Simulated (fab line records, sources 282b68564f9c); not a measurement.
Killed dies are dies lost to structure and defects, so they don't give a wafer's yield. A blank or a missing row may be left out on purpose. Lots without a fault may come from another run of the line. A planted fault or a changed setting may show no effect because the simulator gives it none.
Split-lot experiment | flow rit_cmos | 5 lots, 23 wafers read, on a route of 202 steps

THE SPLIT
At RIT_GATE_CVD_08 (deposits poly-Si from SiH4, target thk 250 nm, time 2220 s), the setting pressure_mtorr was moved away from the recipe's 300 mTorr on 10 of the 23 wafers read, by -11.7% to +12.2%. The other wafers ran this setting at the recipe's value.

The file shows no step between the split and the reading.

THE READING
GATE_POLY_THK, in nm, at RIT_GATE_THK_MEAS_09. Fault-free wafers of this fab line usually give 250.1 nm, standard deviation 1.9 nm.

wafer  | tool, chamber at the split | pressure_mtorr as run, mTorr | against the recipe | GATE_POLY_THK, nm | against lot-mates on the recipe
L076.1 | -, -                       | 336.7                        | +12.2%             | 265.9             | no lot-mate on the recipe
L076.3 | -, -                       | 336.7                        | +12.2%             | 264.5             | no lot-mate on the recipe
L076.4 | -, -                       | 336.7                        | +12.2%             | 266.4             | no lot-mate on the recipe
L076.5 | -, -                       | 336.7                        | +12.2%             | 266.9             | no lot-mate on the recipe
L076.6 | -, -                       | 336.7                        | +12.2%             | 264.8             | no lot-mate on the recipe
L077.1 | -, -                       | 300                          | recipe             | 246.4             | -
L077.2 | -, -                       | 300                          | recipe             | 247.9             | -
L077.3 | -, -                       | 300                          | recipe             | 246.6             | -
L077.5 | -, -                       | 300                          | recipe             | 246.5             | -
L077.6 | -, -                       | 300                          | recipe             | 247.1             | -
L078.1 | lpcvd-01, 0                | 300                          | recipe             | 248.7             | -
L078.2 | lpcvd-01, 0                | 300                          | recipe             | 249.5             | -
L078.3 | lpcvd-01, 0                | 300                          | recipe             | 248.5             | -
L082.2 | -, -                       | 300                          | recipe             | 250.3             | -
L082.3 | -, -                       | 300                          | recipe             | 247.7             | -
L082.4 | -, -                       | 300                          | recipe             | 248.9             | -
L082.5 | -, -                       | 300                          | recipe             | 248.5             | -
L082.6 | -, -                       | 300                          | recipe             | 246.7             | -
L084.1 | -, -                       | 264.9                        | -11.7%             | 234.0             | no lot-mate on the recipe
L084.3 | -, -                       | 264.9                        | -11.7%             | 237.5             | no lot-mate on the recipe
L084.4 | -, -                       | 264.9                        | -11.7%             | 235.2             | no lot-mate on the recipe
L084.5 | -, -                       | 264.9                        | -11.7%             | 235.1             | no lot-mate on the recipe
L084.6 | -, -                       | 264.9                        | -11.7%             | 234.3             | no lot-mate on the recipe

THE FIT
A straight line over all 23 wafers: GATE_POLY_THK changes by +1.28 nm for each +1% of pressure_mtorr; r = +0.99; the points scatter about the line by 1.6 nm.
Too few moved wafers have a lot-mate on the recipe to fit a line with each lot's own level taken away.

THE WHOLE CHAIN: every reading that the file lists as answering this split, in the file's order
step                 | what it does                                               | reading                                                                        | change (the file's fit)              | r (the file's)
RIT_GATE_CVD_08      | deposits poly-Si from SiH4, target thk 250 nm, time 2220 s | poly-Si_of_GATE_CVD_08.thk_nm (the simulator's own value, which no gauge read) | +1.28 nm for each +1% of the setting | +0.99
RIT_GATE_THK_MEAS_09 |                                                            | GATE_POLY_THK                                                                  | +1.28 for each +1% of the setting    | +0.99

THE FILE'S OWN FIT
GATE_POLY_THK changes by +1.28 nm for each +1% of pressure_mtorr, r = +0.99.
